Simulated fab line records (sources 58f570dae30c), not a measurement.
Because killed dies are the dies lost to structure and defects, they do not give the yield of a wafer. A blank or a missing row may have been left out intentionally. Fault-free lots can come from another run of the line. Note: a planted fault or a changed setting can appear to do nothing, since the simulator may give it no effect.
Which tool was responsible? -- flow berkeley cmos170 -- 15 lots with 45 wafers sampled at 5 steps, on a route of 331 steps

== WHAT THE GAUGES READ, wafer by wafer ==
UCB170_ACTIVE_THK_MEAS_06. Usual: for ACTIVE_NITRIDE_THK the level is 220.4 nm and the standard deviation is 1.6.
lot,measured,on,ACTIVE_NITRIDE_THK (nm),flag
L518,day 4 18:53,film metro-01,220.4 220.6 220.5,
L517,day 4 23:50,film metro-01,220.5 221.0 220.7,
L519,day 5 09:33,film metro-03,222.0 219.8 221.9,
L521,day 5 19:26,film metro-02,220.1 220.5 219.4,
L522,day 5 19:25,film metro-03,221.9 221.8 221.9,
L523,day 5 19:31,film metro-03,220.7 220.5 222.1,
L524,day 6 05:45,film metro-01,222.3 222.2 222.6,
L525,day 6 17:23,film metro-03,221.7 221.7 220.3,
L526,day 6 17:25,film metro-02,222.1 223.0 221.2,
L528,day 7 04:17,film metro-03,219.1 220.5 219.4,
L529,day 7 11:50,film metro-03,297.7 297.0 297.0,OFF
L530,day 7 11:49,film metro-02,297.9 295.2 295.9,OFF
L531,day 7 22:11,film metro-01,298.5 296.8 298.5,OFF
L532,day 8 09:34,film metro-01,223.0 223.4 223.6,
L533,day 9 01:47,film metro-03,219.0 216.8 217.9,

UCB170_PFIELD_TW_MEAS_09. Usual: for PFIELD_TW the level is 600 and the standard deviation is 8.
lot,measured,on,PFIELD_TW,flag
L518,day 4 23:11,film metro-04,610 604 608,
L517,day 5 02:43,film metro-03,594 592 589,
L519,day 5 13:33,film metro-02,595 596 591,
L521,day 5 22:53,film metro-04,610 613 610,
L522,day 5 22:24,film metro-02,593 597 596,
L523,day 5 23:11,film metro-02,594 593 592,
L524,day 6 08:41,film metro-04,608 611 613,
L525,day 6 21:16,film metro-02,600 601 600,
L526,day 6 21:34,film metro-02,598 601 600,
L528,day 7 09:26,film metro-02,602 602 600,
L532,day 8 13:01,film metro-03,589 592 589,
L533,day 9 06:25,film metro-04,611 609 608,

UCB170_NLDD_OVL_MEAS_07. Usual: for NLDD_OVL the level is 1 nm and the standard deviation is 6.8.
lot,measured,on,NLDD_OVL (nm),flag
L518,day 7 14:57,overlay-01,0 8 -2,
L517,day 7 15:10,overlay-02,16 5 11,
L519,day 7 19:59,overlay-01,1 -4 -1,
L521,day 8 15:51,overlay-01,0 11 -1,
L522,day 8 16:28,overlay-01,3 4 -2,
L523,day 8 16:22,overlay-02,-5 0 -7,
L524,day 8 16:49,overlay-01,4 -2 2,
L525,day 9 11:01,overlay-01,-7 1 -4,
L526,day 9 10:44,overlay-02,5 10 -8,
L528,day 10 10:08,overlay-01,4 2 11,
L532,day 10 22:25,overlay-01,-2 8 -1,
L533,day 11 22:21,overlay-01,-5 1 -8,

== EACH LOT AND THE TOOL THAT RAN IT (in order: tool; ch and the chambers of the sampled wafers; start) ==
lot,UCB170_ACTIVE_CVD_05,UCB170_ACTIVE_ETCH_15
L518,"lpcvd-01 ch 1, day 4 16:58","rie diel-01 ch 1,3, day 4 20:45"
L517,"lpcvd-02 ch 1, day 4 21:55","rie diel-04 ch 1,3, day 5 00:53"
L519,"lpcvd-02 ch 1, day 5 07:37","rie diel-04 ch 1,2, day 5 11:07"
L521,"lpcvd-02 ch 1, day 5 17:31","rie diel-03 ch 0,3, day 5 20:46"
L522,"lpcvd-02 ch 0, day 5 17:31","rie diel-04 ch 1,2, day 5 20:38"
L523,"lpcvd-02 ch 0, day 5 17:31","rie diel-01 ch 1,2,3, day 5 21:04"
L524,"lpcvd-01 ch 0, day 6 02:52","rie diel-04 ch 0,1,2, day 6 06:56"
L525,"lpcvd-01 ch 1, day 6 15:29","rie diel-04 ch 0,2,3, day 6 18:27"
L526,"lpcvd-01 ch 1, day 6 15:29","rie diel-01 ch 1,2, day 6 18:41"
L528,"lpcvd-01 ch 0, day 7 02:20","rie diel-04 ch 0,2, day 7 05:26"
L529,"lpcvd-01 ch 0, day 7 09:53","rie diel-03 ch 1,2,3, day 7 12:59"
L530,"lpcvd-01 ch 0, day 7 09:53","rie diel-04 ch 1,2, day 7 13:52"
L531,"lpcvd-01 ch 0, day 7 20:16","rie diel-03 ch 0,2,3, day 7 23:17"
L532,"lpcvd-02 ch 0, day 8 07:39","rie diel-01 ch 0,1,3, day 8 10:37"
L533,"lpcvd-02 ch 1, day 8 23:53","rie diel-04 ch 0,1,2, day 9 03:11"
- UCB170_ACTIVE_CVD_05: deposits Si3N4 from SiH2Cl2/NH3, target thk 220 nm, time 3300 s.
- UCB170_ACTIVE_ETCH_15: etches Si3N4 in CH3F/Ar/O2, stops on SiO2, target depth 242 nm, time 151 s.

== WHAT THE TOOLS THEMSELVES READ (means of the sampled wafers that have a number; where no wafer has one, the mark that the record gives instead) ==
UCB170_ACTIVE_CVD_05. Usual: spike tc load C reads 823 C (standard deviation 3.8).
lot,tool,spike tc load C (C),flag
L518,lpcvd-01,831,
L517,lpcvd-02,820,
L519,lpcvd-02,820,
L521,lpcvd-02,821,
L522,lpcvd-02,824,
L523,lpcvd-02,824,
L524,lpcvd-01,820,
L525,lpcvd-01,830,
L526,lpcvd-01,830,
L528,lpcvd-01,820,
L529,lpcvd-01,820,
L530,lpcvd-01,819,
L531,lpcvd-01,821,
L532,lpcvd-02,825,
L533,lpcvd-02,821,

UCB170_ACTIVE_ETCH_15. Usual: drypump motor current A 5.8 A, standard deviation 0.54; oes product au 0.937 a.u., standard deviation 0.014; throttle valve pct 8.10 %, standard deviation 0.1.
lot,tool,drypump motor current A (A),oes product au (a.u.),throttle valve pct (%),flag
L518,rie diel-01,6.1,0.956,8.18,
L517,rie diel-04,5.7,0.938,8.22,
L519,rie diel-04,6.1,0.938,8.20,
L521,rie diel-03,5.3,0.940,8.07,
L522,rie diel-04,6.1,0.939,8.18,
L523,rie diel-01,6.2,0.956,8.07,
L524,rie diel-04,5.8,0.943,8.13,
L525,rie diel-04,5.7,0.934,8.13,
L526,rie diel-01,6.4,0.964,8.15,
L528,rie diel-04,6.0,0.935,8.08,
L529,rie diel-03,5.9,0.988,7.99,OFF
L530,rie diel-04,6.0,0.995,8.20,OFF
L531,rie diel-03,5.6,0.985,8.05,OFF
L532,rie diel-01,5.7,0.946,8.13,
L533,rie diel-04,5.8,0.925,8.13,

== THE ANSWER, worked out from the rows above alone ==
Rule: take the mean of a lot's wafers that have a number; if it is more than 3 standard deviations from the usual mean, the lot is off. Also off: a lot with no number at a reading for which 4 or more lots have one. Where the step has rows for the other lots, those lots are counted as sound. Order of review: gauges by route order, followed by the tools' own readings, for which a lot's mean as printed above is used. The first step at which some lot is off is used, and at that step the reading that is off furthest; a lot without a number counts as furthest.
Off: at UCB170_ACTIVE_THK_MEAS_06 (ACTIVE_NITRIDE_THK), L529, L530, L531.
A tool fits if, at a process step before that reading, it ran every lot that is off, and no sound lot after the first of them. The gauges at UCB170_ACTIVE_THK_MEAS_06 aren't tried: what is off there is off at UCB170_ACTIVE_ETCH_15 too, on other tools, and a gauge's error can't cause that. One fits: lpcvd-01 at UCB170_ACTIVE_CVD_05. A fault onset in the window from L528 (day 7 02:20, its last sound lot) to L529 (day 7 09:53, its first lot off) fits.

== WHAT THE SIMULATOR PUT IN ==
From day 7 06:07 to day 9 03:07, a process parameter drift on lpcvd-01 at UCB170_ACTIVE_CVD_05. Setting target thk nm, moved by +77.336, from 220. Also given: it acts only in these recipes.
Struck lots among those shown: L530, L529, L531. This agrees with what the rule above found.
